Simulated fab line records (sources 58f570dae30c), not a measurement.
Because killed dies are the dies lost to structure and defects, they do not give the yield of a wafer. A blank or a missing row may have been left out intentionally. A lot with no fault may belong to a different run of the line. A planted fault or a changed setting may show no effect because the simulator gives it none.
Which tool is to blame? | flow berkeley-cmos170 | 14 lots with 42 wafers sampled at 5 steps, on a route of 331 steps

WHAT EACH GAUGE READ, for each wafer
UCB170_GATE_CD_MEAS_12: the cd target is 350 nm. Usual: cd-nm reads 349.8 nm (standard deviation 1.2).
lot  | measured     | on        | cd-nm (nm)        | flag
L176 | day 7 04:37  | cd-sem-01 | 349.3 349.6 348.7 |
L174 | day 7 04:46  | cd-sem-02 | 347.4 348.4 349.5 |
L175 | day 7 04:59  | cd-sem-01 | 351.5 352.0 352.4 |
L178 | day 8 04:24  | cd-sem-02 | 349.9 349.5 349.0 |
L182 | day 8 17:03  | cd-sem-01 | 348.3 349.3 348.9 |
L181 | day 8 17:36  | cd-sem-02 | 348.4 349.5 348.7 |
L188 | day 10 00:32 | cd-sem-01 | 351.0 352.2 350.3 |
L185 | day 10 00:41 | cd-sem-02 | 348.7 349.1 349.0 |
L186 | day 10 00:48 | cd-sem-01 | 350.5 350.5 351.5 |
L189 | day 10 11:09 | cd-sem-01 | 351.1 350.3 350.4 |
L191 | day 10 23:04 | cd-sem-02 | 348.7 350.1 349.8 |
L192 | day 11 09:58 | cd-sem-01 | 350.8 350.6 350.1 |
L194 | day 11 10:40 | cd-sem-01 | 349.6 348.7 349.2 |
L197 | day 12 13:05 | cd-sem-01 | 348.9 349.8 349.3 |

UCB170_GATE_OVL_MEAS_13. Usual: GATE_OVL gives -5 nm (standard deviation 5.6).
lot  | measured     | on         | GATE_OVL (nm) | flag
L176 | day 7 04:44  | overlay-01 | -7 -12 -9     |
L174 | day 7 04:52  | overlay-02 | 4 5 5         |
L175 | day 7 05:05  | overlay-01 | -7 -4 -1      |
L178 | day 8 04:29  | overlay-01 | -9 -5 -9      |
L182 | day 8 17:10  | overlay-02 | -7 -3 -8      |
L181 | day 8 17:43  | overlay-01 | 6 -6 0        |
L188 | day 10 00:38 | overlay-02 | -1 0 -4       |
L185 | day 10 00:47 | overlay-02 | 1 -1 -7       |
L186 | day 10 00:55 | overlay-01 | -24 -12 -14   |
L189 | day 10 11:16 | overlay-02 | -10 -1 -14    |
L191 | day 10 23:11 | overlay-01 | -2 -9 -1      |
L192 | day 11 10:05 | overlay-02 | 4 -6 -2       |
L194 | day 11 10:47 | overlay-02 | -1 0 0        |
L197 | day 12 13:10 | overlay-01 | -2 5 -3       |

UCB170_NSD_CD_MEAS_06: the cd target is 1200 nm. Usual: cd-nm reads 1200.2 nm (standard deviation 1.5).
lot  | measured     | on        | cd-nm (nm)           | flag
L176 | day 7 19:10  | cd-sem-02 | 1199.7 1201.8 1201.3 |
L174 | day 7 19:41  | cd-sem-02 | 1199.7 1199.3 1200.5 |
L175 | day 7 19:28  | cd-sem-01 | 1200.9 1200.4 1201.0 |
L178 | day 8 17:54  | cd-sem-02 | 1200.4 1199.3 1199.8 |
L182 | day 9 11:56  | cd-sem-02 | 1198.1 1199.0 1198.8 |
L181 | day 9 12:13  | cd-sem-01 | 1199.7 1199.8 1198.6 |
L188 | day 10 16:25 | cd-sem-02 | 1199.6 1198.7 1200.8 |
L185 | day 10 16:17 | cd-sem-02 | 1202.0 1202.5 1201.2 |
L186 | day 10 16:25 | cd-sem-01 | 1201.8 1201.8 1201.5 |
L189 | day 11 03:26 | cd-sem-02 | 1198.5 1201.7 1201.2 |
L191 | day 11 15:10 | cd-sem-02 | 1201.7 1201.8 1202.0 |
L192 | day 12 04:41 | cd-sem-02 | 1200.5 1199.1 1198.1 |
L194 | day 12 04:56 | cd-sem-01 | 1199.2 1198.3 1197.7 |
L197 | day 13 01:16 | cd-sem-02 | 1200.0 1200.2 1199.5 |

UCB170_SDANNEAL_RS_MEAS_05: measurement is done with a four-point probe. Usual: NLDD_RS gives 616.3 ohm/sq (standard deviation 1.4).
lot  | measured     | on            | NLDD_RS (ohm/sq)                    | flag
L176 | day 7 21:14  | film-metro-02 | 616.9 619.3 617.0                   |
L174 | day 7 21:44  | film-metro-02 | 614.6 612.4 614.6                   |
L175 | day 7 21:25  | film-metro-03 | 617.8 619.7 619.8                   |
L178 | day 8 20:04  | film-metro-02 | 615.0 616.2 616.5                   |
L182 | day 9 13:47  | film-metro-03 | 617.6 617.3 618.1                   |
L181 | day 9 14:04  | film-metro-01 | 617.0 617.4 616.6                   |
L188 | day 10 18:31 | film-metro-01 | 616.4 616.1 615.6                   |
L185 | day 10 18:08 | film-metro-02 | 613.6 614.2 615.1                   |
L186 | day 10 18:31 | film-metro-03 | 617.1 617.2 617.2                   |
L189 | day 11 05:17 | film-metro-01 | 614.2 614.3 615.3                   |
L191 | day 11 17:24 | film-metro-02 | 628.1 629.1 627.6 628.0 628.1 627.3 | OFF
L192 | day 12 06:53 | film-metro-02 | 626.5 627.9 626.9 626.1 626.4 625.9 | OFF
L194 | day 12 07:04 | film-metro-03 | 618.3 617.1 618.5                   |
L197 | day 13 03:52 | film-metro-03 | 617.6 616.7 616.7                   |

WHAT TOOL EACH LOT RAN ON (gives the tool, then ch and the chambers of the sampled wafers, and finally the start)
lot  | UCB170_NLDD_IMPLANT_09
L176 | implanter-02 ch 0, day 7 08:40
L174 | implanter-04 ch 0, day 7 09:07
L175 | implanter-03 ch 0, day 7 09:25
L178 | implanter-03 ch 0, day 8 08:34
L182 | implanter-02 ch 0, day 8 21:45
L181 | implanter-04 ch 0, day 8 21:58
L188 | implanter-03 ch 0, day 10 07:01
L185 | implanter-04 ch 0, day 10 07:18
L186 | implanter-02 ch 0, day 10 07:02
L189 | implanter-04 ch 0, day 10 16:34
L191 | implanter-04 ch 0, day 11 03:25
L192 | implanter-04 ch 0, day 11 16:38
L194 | implanter-03 ch 0, day 11 16:51
L197 | implanter-03 ch 0, day 12 16:38
- UCB170_NLDD_IMPLANT_09

WHAT THE TOOLS THEMSELVES READ (means of the sampled wafers that have a number; where no wafer has one, the mark that the record gives instead)
UCB170_NLDD_IMPLANT_09. Usual: faraday-current-uA reads 159 (standard deviation 3.2).
lot  | tool         | faraday-current-uA | flag
L176 | implanter-02 | 160                |
L174 | implanter-04 | 161                |
L175 | implanter-03 | 160                |
L178 | implanter-03 | 158                |
L182 | implanter-02 | 159                |
L181 | implanter-04 | 157                |
L188 | implanter-03 | 160                |
L185 | implanter-04 | 158                |
L186 | implanter-02 | 157                |
L189 | implanter-04 | 159                |
L191 | implanter-04 | 157                |
L192 | implanter-04 | 161                |
L194 | implanter-03 | 158                |
L197 | implanter-03 | 160                |

THE ANSWER, worked out from the rows above alone
Rule: take the mean of a lot's wafers that have a number; if it is more than 3 standard deviations from the usual mean, the lot is off. A lot without any number at a reading at which 4 lots or more have one is off too. The other lots that the step has rows for count as sound. After the gauges, taken in route order, come the tools' own readings; for these a lot's mean is taken, as printed above. The first step at which some lot is off is used, and at that step the reading that is off furthest; a lot without a number counts as furthest.
Off: at UCB170_SDANNEAL_RS_MEAS_05 (NLDD_RS), L191, L192.
A tool fits if, at a process step before that reading, it ran every lot that is off, and no sound lot after the first of them. Gauges at UCB170_SDANNEAL_RS_MEAS_05: tried the same way as those tools. Can't be told from this: 2 tools fit, implanter-04 at UCB170_NLDD_IMPLANT_09, film-metro-02 at UCB170_SDANNEAL_RS_MEAS_05.

WHAT WAS PUT IN BY THE SIMULATOR
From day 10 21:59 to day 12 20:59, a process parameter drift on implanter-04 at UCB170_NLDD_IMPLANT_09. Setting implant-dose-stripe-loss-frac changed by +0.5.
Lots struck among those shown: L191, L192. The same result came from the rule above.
